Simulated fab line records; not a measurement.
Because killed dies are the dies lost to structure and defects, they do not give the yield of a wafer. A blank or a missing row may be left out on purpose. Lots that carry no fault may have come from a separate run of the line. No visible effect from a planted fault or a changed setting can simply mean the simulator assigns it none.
Which tool is to blame? | flow berkeleyCmos170 | 42 wafers from 14 lots sampled at 6 of the route's 331 steps

== WHAT THE GAUGES SHOWED, per wafer ==
UCB170_WELLDRIVE_THK_MEAS_02. Usual: WELLDRIVE_OXIDE_THK 199 nm, standard deviation 3.1.
lot  | measured    | on           | WELLDRIVE_OXIDE_THK (nm) | flag
L559 | day 3 19:39 | filmMetro-03 | 197 200 197              | 
L562 | day 4 10:31 | filmMetro-04 | 199 200 197              | 
L561 | day 4 17:06 | filmMetro-03 | 195 202 199              | 
L563 | day 5 01:22 | filmMetro-04 | 197 199 195              | 
L564 | day 5 01:22 | filmMetro-02 | 197 199 199              | 
L567 | day 5 14:44 | filmMetro-02 | 203 203 202              | 
L568 | day 5 14:46 | filmMetro-04 | 200 200 198              | 
L570 | day 5 23:38 | filmMetro-02 | 198 198 196              | 
L573 | day 6 17:10 | filmMetro-04 | 201 198 196              | 
L574 | day 7 03:23 | filmMetro-02 | 205 203 200              | 
L576 | day 7 09:40 | filmMetro-04 | 206 207 205              | 
L577 | day 7 16:17 | filmMetro-02 | 196 196 196              | 
L581 | day 8 11:34 | filmMetro-04 | 198 194 193              | 
L582 | day 9 01:36 | filmMetro-04 | 202 199 206              | 

UCB170_NLDD_TW_MEAS_11. Usual: NLDD_TW 2237, standard deviation 14.
lot  | measured     | on           | NLDD_TW        | flag
L559 | day 7 06:22  | filmMetro-02 | 2243 2246 2246 | 
L562 | day 7 22:38  | filmMetro-03 | 2237 2248 2235 | 
L561 | day 7 22:18  | filmMetro-01 | 2214 2223 2225 | 
L563 | day 8 11:22  | filmMetro-02 | 2262 2260 2259 | 
L564 | day 8 10:49  | filmMetro-02 | 2260 2254 2266 | 
L567 | day 9 09:36  | filmMetro-02 | 2247 2245 2246 | 
L568 | day 9 10:09  | filmMetro-03 | 2226 2224 2217 | 
L570 | day 9 15:57  | filmMetro-03 | 2218 2233 2229 | 
L573 | day 10 09:54 | filmMetro-03 | 2225 2224 2245 | 
L574 | day 10 17:05 | filmMetro-01 | 2085 2087 2088 | OFF
L576 | day 11 01:51 | filmMetro-01 | 2244 2227 2233 | 
L577 | day 11 02:17 | filmMetro-03 | 2076 2081 2076 | OFF
L581 | day 12 01:58 | filmMetro-01 | 2232 2224 2238 | 
L582 | day 12 12:26 | filmMetro-01 | 2233 2231 2241 | 

UCB170_SDANNEAL_RS_MEAS_05: measures by four-point-probe. Usual: NLDD_RS 614.7 ohm/sq, standard deviation 1.6.
lot  | measured     | on           | NLDD_RS (ohm/sq)  | flag
L559 | day 7 21:52  | filmMetro-03 | 616.2 613.6 614.2 | 
L562 | day 8 11:27  | filmMetro-03 | 613.6 612.7 614.9 | 
L561 | day 8 10:58  | filmMetro-01 | 616.0 615.8 614.3 | 
L563 | day 8 20:51  | filmMetro-01 | 612.3 612.7 612.1 | 
L564 | day 8 20:32  | filmMetro-02 | 616.3 615.3 615.1 | 
L567 | day 9 20:08  | filmMetro-03 | 617.1 618.1 617.6 | 
L568 | day 9 20:23  | filmMetro-01 | 613.0 613.7 614.0 | 
L570 | day 10 04:44 | filmMetro-03 | 615.0 614.6 611.4 | 
L573 | day 10 21:43 | filmMetro-03 | 616.2 618.1 618.2 | 
L574 | day 11 05:14 | filmMetro-02 | 729.0 727.9 730.5 | OFF
L576 | day 11 15:26 | filmMetro-02 | 615.6 614.2 613.2 | 
L577 | day 11 16:26 | filmMetro-03 | 730.6 726.9 729.2 | OFF
L581 | day 12 15:52 | filmMetro-03 | 614.0 615.1 614.7 | 
L582 | day 13 00:32 | filmMetro-02 | 613.8 611.7 612.9 | 

== WHAT TOOL EACH LOT RAN ON (gives the tool, then ch and the chambers of the sampled wafers, and finally the start) ==
lot  | UCB170_PLDD_STRIP_10                | UCB170_NLDD_IMPLANT_08          | UCB170_SPACER_ETCHBACK_03
L559 | plasmaAsher-02 ch 0,1, day 7 04:27  | implanter-01 ch 0, day 7 05:59  | rieDiel-02 ch 0,1,3, day 7 13:45
L562 | plasmaAsher-04 ch 0,1, day 7 20:52  | implanter-03 ch 0, day 7 22:16  | rieDiel-02 ch 0,1, day 8 05:04
L561 | plasmaAsher-02 ch 0,1, day 7 20:34  | implanter-02 ch 0, day 7 21:54  | rieDiel-03 ch 1,2,3, day 8 05:04
L563 | plasmaAsher-03 ch 0,1, day 8 08:11  | implanter-01 ch 0, day 8 10:58  | rieDiel-03 ch 0,1,2, day 8 15:54
L564 | plasmaAsher-04 ch 0,1, day 8 07:34  | implanter-02 ch 0, day 8 10:25  | rieDiel-04 ch 1,2,3, day 8 15:54
L567 | plasmaAsher-02 ch 0,1, day 9 07:25  | implanter-01 ch 0, day 9 09:12  | rieDiel-03 ch 0,1,3, day 9 15:40
L568 | plasmaAsher-02 ch 0,1, day 9 07:58  | implanter-03 ch 0, day 9 09:45  | rieDiel-04 ch 1,3, day 9 15:40
L570 | plasmaAsher-03 ch 0,1, day 9 14:13  | implanter-01 ch 0, day 9 15:34  | rieDiel-04 ch 2,3, day 9 23:40
L573 | plasmaAsher-03 ch 0,1, day 10 07:37 | implanter-03 ch 0, day 10 09:25 | rieDiel-03 ch 0,1,3, day 10 15:35
L574 | plasmaAsher-03 ch 0,1, day 10 15:21 | implanter-03 ch 0, day 10 16:43 | rieDiel-03 ch 1,2,3, day 11 00:22
L576 | plasmaAsher-03 ch 0,1, day 10 23:47 | implanter-01 ch 0, day 11 01:29 | rieDiel-04 ch 1,3, day 11 08:41
L577 | plasmaAsher-02 ch 0,1, day 10 23:46 | implanter-03 ch 0, day 11 01:53 | rieDiel-03 ch 0,3, day 11 08:41
L581 | plasmaAsher-03 ch 0,1, day 11 23:49 | implanter-02 ch 0, day 12 01:34 | rieDiel-02 ch 1,2,3, day 12 07:46
L582 | plasmaAsher-03 ch 0,1, day 12 10:02 | implanter-02 ch 0, day 12 12:04 | rieDiel-04 ch 0,2,3, day 12 18:34
- UCB170_PLDD_STRIP_10: strips in O2.
- UCB170_NLDD_IMPLANT_08
- UCB170_SPACER_ETCHBACK_03: etches SiO2 in CHF3/CF4/Ar, stops on Si, target depth 376 nm, time 100 s.

== WHAT THE TOOLS THEMSELVES READ (means of the sampled wafers that have a number; where no wafer has one, the mark that the record gives instead) ==
UCB170_PLDD_STRIP_10. Usual: drypumpMotorCurrentA 5.61 A, standard deviation 0.24; oesProductAu 0.735 a.u., standard deviation 0.0042; stripTimeToEndpointS 21.63 s, standard deviation 0.063.
lot  | tool           | drypumpMotorCurrentA (A) | oesProductAu (a.u.) | stripTimeToEndpointS (s) | flag
L559 | plasmaAsher-02 | 5.34                     | 0.735               | 21.67                    | 
L562 | plasmaAsher-04 | 5.43                     | 0.735               | 21.68                    | 
L561 | plasmaAsher-02 | 5.38                     | 0.735               | 21.64                    | 
L563 | plasmaAsher-03 | 5.75                     | 0.736               | 21.54                    | 
L564 | plasmaAsher-04 | 5.43                     | 0.732               | 21.60                    | 
L567 | plasmaAsher-02 | 5.46                     | 0.733               | 21.54                    | 
L568 | plasmaAsher-02 | 5.48                     | 0.733               | 21.61                    | 
L570 | plasmaAsher-03 | 5.78                     | 0.738               | 21.65                    | 
L573 | plasmaAsher-03 | 5.77                     | 0.738               | 21.71                    | 
L574 | plasmaAsher-03 | 5.73                     | 0.736               | 21.64                    | 
L576 | plasmaAsher-03 | 5.75                     | 0.735               | 21.64                    | 
L577 | plasmaAsher-02 | 5.37                     | 0.730               | 21.55                    | 
L581 | plasmaAsher-03 | 5.75                     | 0.735               | 21.51                    | 
L582 | plasmaAsher-03 | 5.76                     | 0.738               | 21.61                    | 

UCB170_NLDD_IMPLANT_08. Usual: beamEnergyKeV 30.448, standard deviation 0.0087; doseIonsCm2 5e+13, standard deviation 5.6e+10; faradayCurrentUA 158.8, standard deviation 2.9.
lot  | tool         | beamEnergyKeV | doseIonsCm2 | faradayCurrentUA | flag
L559 | implanter-01 | 30.457        | 5e+13       | 159.3            | 
L562 | implanter-03 | 30.454        | 5e+13       | 158.6            | 
L561 | implanter-02 | 30.454        | 5e+13       | 157.6            | 
L563 | implanter-01 | 30.458        | 5e+13       | 157.7            | 
L564 | implanter-02 | 30.450        | 5e+13       | 155.3            | 
L567 | implanter-01 | 30.454        | 5e+13       | 159.5            | 
L568 | implanter-03 | 30.444        | 5e+13       | 161.1            | 
L570 | implanter-01 | 30.452        | 5e+13       | 158.2            | 
L573 | implanter-03 | 30.441        | 5e+13       | 158.7            | 
L574 | implanter-03 | 30.443        | 3e+13       | 87.1             | OFF
L576 | implanter-01 | 30.445        | 5e+13       | 160.1            | 
L577 | implanter-03 | 30.438        | 3e+13       | 86.7             | OFF
L581 | implanter-02 | 30.450        | 5e+13       | 158.2            | 
L582 | implanter-02 | 30.454        | 5e+13       | 159.0            | 

UCB170_SPACER_ETCHBACK_03. Usual: drypumpMotorCurrentA 5.80 A, standard deviation 0.29; oesProductAu 0.908 a.u., standard deviation 0.018; throttleValvePct 6.52 %, standard deviation 0.12.
lot  | tool       | drypumpMotorCurrentA (A) | oesProductAu (a.u.) | throttleValvePct (%) | flag
L559 | rieDiel-02 | 5.91                     | 0.921               | 6.62                 | 
L562 | rieDiel-02 | 5.67                     | 0.921               | 6.64                 | 
L561 | rieDiel-03 | 5.58                     | 0.897               | 6.51                 | 
L563 | rieDiel-03 | 5.71                     | 0.892               | 6.50                 | 
L564 | rieDiel-04 | 5.97                     | 0.899               | 6.54                 | 
L567 | rieDiel-03 | 5.61                     | 0.909               | 6.48                 | 
L568 | rieDiel-04 | 5.68                     | 0.927               | 6.65                 | 
L570 | rieDiel-04 | 5.84                     | 0.918               | 6.65                 | 
L573 | rieDiel-03 | 5.62                     | 0.903               | 6.47                 | 
L574 | rieDiel-03 | 5.59                     | 0.905               | 6.51                 | 
L576 | rieDiel-04 | 5.83                     | 0.910               | 6.53                 | 
L577 | rieDiel-03 | 5.59                     | 0.905               | 6.44                 | 
L581 | rieDiel-02 | 5.82                     | 0.913               | 6.49                 | 
L582 | rieDiel-04 | 5.88                     | 0.914               | 6.55                 | 

== THE ANSWER, worked out from the rows above alone ==
Rule: a lot counts as off when the mean over its wafers that have a number is more than 3 standard deviations away from the usual mean. Also off: a lot with no number at a reading for which 4 or more lots have one. The other lots that the step has rows for count as sound. First the gauges in route order, then the tools' own readings, where a lot's mean is used as printed above. At the first step where some lot is off, the reading lying furthest off is the one used; lots without a number count as furthest.
Off: at UCB170_NLDD_TW_MEAS_11 (NLDD_TW), L574, L577.
A tool fits if, at a process step before that reading, it ran every lot that is off, and no sound lot after the first of them. Not tried: the gauges at UCB170_NLDD_TW_MEAS_11; whatever is off there is also off at UCB170_NLDD_IMPLANT_08, on other tools, and gauge error can't account for it. One fits: implanter-03 at UCB170_NLDD_IMPLANT_08. A fault onset in the window from L573 (day 10 09:25, its last sound lot) to L574 (day 10 16:43, its first lot off) fits.
The tool's own readings at UCB170_NLDD_IMPLANT_08 bear it out: on the lots that are off they differ by more than 5 times the standard deviation of the sound lots' means. doseIonsCm2 reads 3e+13 there against 5e+13 on the sound lots; faradayCurrentUA reads 86.9 there against 158.6 on the sound lots.

== WHAT THE SIMULATOR HAD INSERTED ==
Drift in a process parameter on implanter-03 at UCB170_NLDD_IMPLANT_08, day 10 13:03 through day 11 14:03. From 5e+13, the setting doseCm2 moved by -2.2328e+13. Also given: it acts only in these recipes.
Shown lots that were struck: L574, L577. Same finding as the rule above.
